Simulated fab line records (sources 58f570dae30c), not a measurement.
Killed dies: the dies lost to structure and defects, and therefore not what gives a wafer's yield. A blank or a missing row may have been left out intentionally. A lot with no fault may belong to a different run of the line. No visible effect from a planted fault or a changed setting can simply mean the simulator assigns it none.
Lot-split experiment ; flow berkeley_cmos170 ; 5 lots, 23 wafers read, on a route of 331 steps

== THE SPLIT ==
At UCB170_V2_COAT_07 (resist thk 900 nm), the setting resist_thk_nm was moved away from the recipe's 900 nm on 6 of the 23 wafers read, by -3.9% to +3.3%. All remaining wafers had this setting at the recipe value.

== FROM THE SPLIT TO THE READING: what the file shows between them, 2 steps ==
- UCB170_V2_SOFTBAKE_08: time 60 s
- UCB170_V2_EXPOSE_09: exposes mask VIA2, target cd 700 nm

== THE READING ==
KrF_of_V2_COAT_07.thk_nm (the simulator's own value, which no gauge read), in nm, at UCB170_V2_ETCH_14 (etches SiO2 in CHF3/CF4/Ar, stops on Al, target depth 1250 nm, time 291 s). There is no usual value for it anywhere in the file. Across the 17 wafers here that went through the recipe, the average is 611.0 nm and the standard deviation 4.4 nm.

wafer;tool, chamber at the split;resist_thk_nm as run, nm;against the recipe;KrF_of_V2_COAT_07.thk_nm, nm;against lot-mates on the recipe
L074.1;litho_track-01, 0;900;recipe;613.5;-
L074.5;litho_track-01, 0;900;recipe;610.2;-
L074.6;litho_track-01, 0;900;recipe;614.1;-
L076.1;litho_track-02, 0;900;recipe;619;-
L076.2;litho_track-02, 0;900;recipe;609.4;-
L076.3;litho_track-02, 0;900;recipe;614;-
L076.4;litho_track-02, 0;900;recipe;605.4;-
L076.6;litho_track-02, 0;900;recipe;618.1;-
L077.2;litho_track-01, 0;900;recipe;614.4;-
L077.3;litho_track-01, 0;900;recipe;615.1;-
L077.4;litho_track-01, 0;929.5;+3.3%;641;+26.8
L077.5;litho_track-01, 0;929.5;+3.3%;645.7;+31.5
L077.6;litho_track-01, 0;900;recipe;613.1;-
L081.1;litho_track-02, 0;864.8;-3.9%;571.9;-36.2
L081.2;litho_track-02, 0;900;recipe;609.1;-
L081.3;litho_track-02, 0;900;recipe;608;-
L081.5;litho_track-02, 0;900;recipe;607.3;-
L081.6;litho_track-02, 0;864.8;-3.9%;572;-36.1
L084.1;litho_track-03, 0;881.6;-2.0%;588.9;-16.4
L084.3;litho_track-03, 0;900;recipe;604.9;-
L084.4;litho_track-03, 0;900;recipe;607.1;-
L084.5;litho_track-03, 0;900;recipe;604;-
L084.6;litho_track-03, 0;881.6;-2.0%;591.7;-13.6

THE FIT
A straight line over all 23 wafers: KrF_of_V2_COAT_07.thk_nm changes by +9.96 nm for each +1% of resist_thk_nm; r = +0.97; the points scatter about the line by 4.1 nm.
The same after taking each lot's own level away (the mean of its wafers on the recipe; 23 wafers): +8.87 nm for each +1%; r = +0.98; scatter 3 nm.
That fit puts the effect of the largest move of resist_thk_nm on the reading at 35 nm.
The lots' own levels span 605.33 to 614.20 nm, that is 2.0 times the standard deviation above.
Hence the slope depends on the lot-to-lot level, as the two fits are not the same.
Check: for one of the wafers moved furthest among these (-3.9%), held out of the fit, the line's prediction against its lot-mates is -33.9 nm. Against them it came out at -36.2 nm.

== OTHER SPLITS APPLIED TO THESE WAFERS ==
Other splits were also applied to these wafers ahead of the reading. Each is held against what the fit with the lots' levels taken away leaves over:
other split on the same wafers;wafers away from the commonest value;r with KrF_of_V2_COAT_07.thk_nm (lot level and that fit taken away)
UCB170_M2_EXPOSE_12 dose_mj;12;+0.07
UCB170_V2_CMP_02 leave_above_ref_nm;7;-0.11

== THE WHOLE CHAIN: every reading that the file lists as answering this split, in the file's order ==
step;what it does;reading;change (the file's fit);r (the file's)
UCB170_V2_COAT_07;resist thk 900 nm;KrF_of_V2_COAT_07.thk_nm (the simulator's own value, which no gauge read);+9 nm for each +1% of the setting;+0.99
UCB170_V2_ETCH_14;etches SiO2 in CHF3/CF4/Ar, stops on Al, target depth 1250 nm, time 291 s;KrF_of_V2_COAT_07.thk_nm (the simulator's own value, which no gauge read);+8.86 nm for each +1% of the setting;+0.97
UCB170_V2_STRIP_15;strips in O2;strip_time_to_endpoint_s;withheld for each +1% of the setting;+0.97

== THE FILE'S OWN FIT ==
KrF_of_V2_COAT_07.thk_nm changes by +8.86 nm for each +1% of resist_thk_nm, r = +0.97.
